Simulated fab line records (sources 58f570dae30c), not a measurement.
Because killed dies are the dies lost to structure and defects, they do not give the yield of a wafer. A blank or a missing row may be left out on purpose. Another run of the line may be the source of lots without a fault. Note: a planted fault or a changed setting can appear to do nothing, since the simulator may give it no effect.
Which tool was responsible?	flow berkeley-cmos170	Sampling: 11 lots, 33 wafers, 2 of 331 route steps

== WHAT EACH GAUGE READ, for each wafer ==
UCB170_NLDD_TW_MEAS_11.
lot	measured	on	NLDD_TW
L247	day 7 18:02	film-metro-04	2204 2197 2200
L248	day 7 17:32	film-metro-04	2213 2203 2192
L252	day 8 05:29	film-metro-02	2224 2228 2232
L249	day 8 06:44	film-metro-02	2238 2233 2240
L250	day 8 06:57	film-metro-04	2206 2214 2211
L251	day 8 06:41	film-metro-01	2242 2235 2226
L253	day 9 01:01	film-metro-01	2234 2235 2237
L254	day 9 00:53	film-metro-04	2227 2220 2222
L257	day 9 15:56	film-metro-01	2302 2293 2311
L258	day 10 03:07	film-metro-04	2216 2215 2221
L262	day 10 14:57	film-metro-02	2293 2288 2295

== WHAT TOOL EACH LOT RAN ON (gives the tool, then ch and the chambers of the sampled wafers, and finally the start) ==
lot	UCB170_NLDD_IMPLANT_08
L247	implanter-03 ch 0, day 7 17:40
L248	implanter-01 ch 0, day 7 17:08
L252	implanter-03 ch 0, day 8 05:05
L249	implanter-03 ch 0, day 8 06:21
L250	implanter-01 ch 0, day 8 06:33
L251	implanter-01 ch 0, day 8 06:20
L253	implanter-03 ch 0, day 9 00:37
L254	implanter-01 ch 0, day 9 00:29
L257	implanter-01 ch 0, day 9 15:33
L258	implanter-03 ch 0, day 10 02:43
L262	implanter-01 ch 0, day 10 14:33
- UCB170_NLDD_IMPLANT_08

== THE ANSWER, worked out from the rows above alone ==
Rule: the lots themselves supply what counts as usual. Put in order of their means at a reading, lots are off if they are a third of the lots or fewer, leave a main group of 4 or more, and stand apart from it by a gap of 3 or more times the standard deviation of the main group's means; of several such gaps the widest counts. The tables above print the reading to a certain number of digits; a main group whose means all agree to those digits is not used. A lot without any number at a reading at which 4 lots or more have one is off too. Where the step has rows for the other lots, those lots are counted as sound.
Off: L257, L262, at UCB170_NLDD_TW_MEAS_11 (NLDD_TW). The main group: mean 2221, standard deviation 13.
A tool fits if, at a process step before that reading, it ran every lot that is off, and no sound lot after the first of them. Those tools and the gauges at UCB170_NLDD_TW_MEAS_11 are tried in the same way. One fits: UCB170_NLDD_IMPLANT_08 on implanter-01. Its last sound lot is L254 (day 9 00:29), its first lot that is off L257 (day 9 15:33): a fault that began between those two fits.

== WHAT WAS PUT IN BY THE SIMULATOR ==
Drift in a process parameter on implanter-01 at UCB170_NLDD_IMPLANT_08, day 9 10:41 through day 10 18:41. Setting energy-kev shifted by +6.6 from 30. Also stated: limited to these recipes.
Lots struck among those shown: L257, L262. The same result came from the rule above.
